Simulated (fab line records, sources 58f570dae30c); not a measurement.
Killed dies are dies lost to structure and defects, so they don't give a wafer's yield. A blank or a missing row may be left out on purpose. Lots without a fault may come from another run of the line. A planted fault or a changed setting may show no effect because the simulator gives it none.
fab line records | flow berkeley_cmos170
record lots=14 wafers=42 last_day=11
route steps=331 shown PLDD@154
lots that met no fault: from a run of the same line without faults
start_h: hours from the record's first day to the start of the lot's first wafer shown | wait_h: hours since the lot's step before | " the same as in the row above | L1.1+2: a row that stands for several wafers | - no value, or no start given | * or withheld: withheld | < > ~ a bound
route shown NAME@n: a module of which the file shows steps, and the number in the route of the first | usual: mean/standard deviation of fault-free wafers | same: alike in all rows | chamber/n: place in a boat | sites: the reading at each site | _std_site: their standard deviation | _edge_site: outer sites' mean less inner sites' | radius_mm: how far each site lies from the wafer's centre | mask NAME#n: copy n | behind: the tool/chamber that last shaped the wafer | hold: why the lot was held/for how many hours/how that ended | device: the transistor (n, p or np) that didn't switch | end of line: the same wafers' tests at the end of the route | a step without rows: its recipe alone | killed: dies lost to structure and defects at the first sort, not the wafer's yield | map: a wafer's dies, x killed, . not, _ none there
set.NAME: the setting as run; set.NAME@STEP: as run at that earlier step | model.NAME: the simulator's own value behind a step, which no gauge read
steps of the route over a sample of lots; a table a step, a row a wafer
services: from which hour (start_h, from the record's first day; less than 0 if before it) a tool's chamber was out of use, for how many hours, and why
## steps
# step UCB170_PLDD_IMPLANT_09
# recipe species=BF2 dose_cm2=5e+13 energy_kev=10 tilt_deg=7 rotation_deg=180
# usual tilt_deg=7.000/0.019
# columns lot.wafer tool chamber start_h wait_h tilt_deg
L352.1 implanter-04 0 140.40 0.1 6.997
L352.2 " 0 " " 7.009
L352.3 " 0 " " 7.001
L353.1 implanter-01 0 140.56 0.1 6.973
L353.2 " 0 " " 6.991
L353.6 " 0 " " 7.001
L354.1 implanter-03 0 150.30 0.1 6.996
L354.3 " 0 " " 6.999
L354.5 " 0 " " 6.991
L358.3 implanter-01 0 162.57 0.1 7.004
L358.4 " 0 " " 7.010
L358.5 " 0 " " 7.010
L361.1 implanter-01 0 186.43 0.1 6.953
L361.4 " 0 " " 6.970
L361.5 " 0 " " 6.997
L362.2 implanter-04 0 186.52 0.1 7.022
L362.3 " 0 " " 7.021
L362.5 " 0 " " 6.992
L364.1 implanter-03 0 186.68 0.1 7.019
L364.3 " 0 " " 7.038
L364.6 " 0 " " 7.019
L366.1 implanter-04 0 199.48 0.1 6.437
L366.5 " 0 " " 6.463
L366.6 " 0 " " 6.470
L369.2 implanter-03 0 202.46 0.1 7.014
L369.4 " 0 " " 7.011
L369.5 " 0 " " 7.045
L367.3 implanter-04 0 202.60 0.1 6.499
L367.5 " 0 " " 6.465
L367.6 " 0 " " 6.492
L368.1 implanter-01 0 202.77 0.1 7.024
L368.5 " 0 " " 7.048
L368.6 " 0 " " 6.998
L371.1 implanter-03 0 220.05 0.1 7.002
L371.2 " 0 " " 6.974
L371.6 " 0 " " 7.006
L374.2 implanter-01 0 227.61 0.1 6.985
L374.3 " 0 " " 7.004
L374.6 " 0 " " 6.995
L372.1 implanter-03 0 227.83 0.1 6.987
L372.2 " 0 " " 7.001
L372.4 " 0 " " 6.983
## services
# columns tool chamber start_h hours kind
implanter-03 - 138.78 3.1 repair
implanter-04 - 148.78 2.9 pm
implanter-03 - 167.87 3.5 repair
implanter-01 - 177.70 4.3 pm
implanter-04 - 200.82 1.5 repair
implanter-03 - 216.34 2.9 pm
## key
first_sign step=UCB170_PLDD_IMPLANT_09 reading=tilt_deg direction=down sigmas=27 usual=7.000 struck=6.471
effect none on later readings
met_at UCB170_PLDD_IMPLANT_09
struck_lots L366,L367
tester_left_out L366,L367
onset_between 186.52 199.48
fault kind=process_parameter_drift tool=implanter-04 chamber=- onset_h=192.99 steps=UCB170_PLDD_IMPLANT_09 channel=tilt_deg offset=-0.54556 shape=step end_h=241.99 acts_in=these_recipes_only stated=7
# tester_left_out: of these lots the tester's yield and bins aren't shown, on N5 and GAA mostly nor the transistor test; their killed dies are dies lost to structure and defects alone, not to doping, threshold or leakage, so they don't give the yield
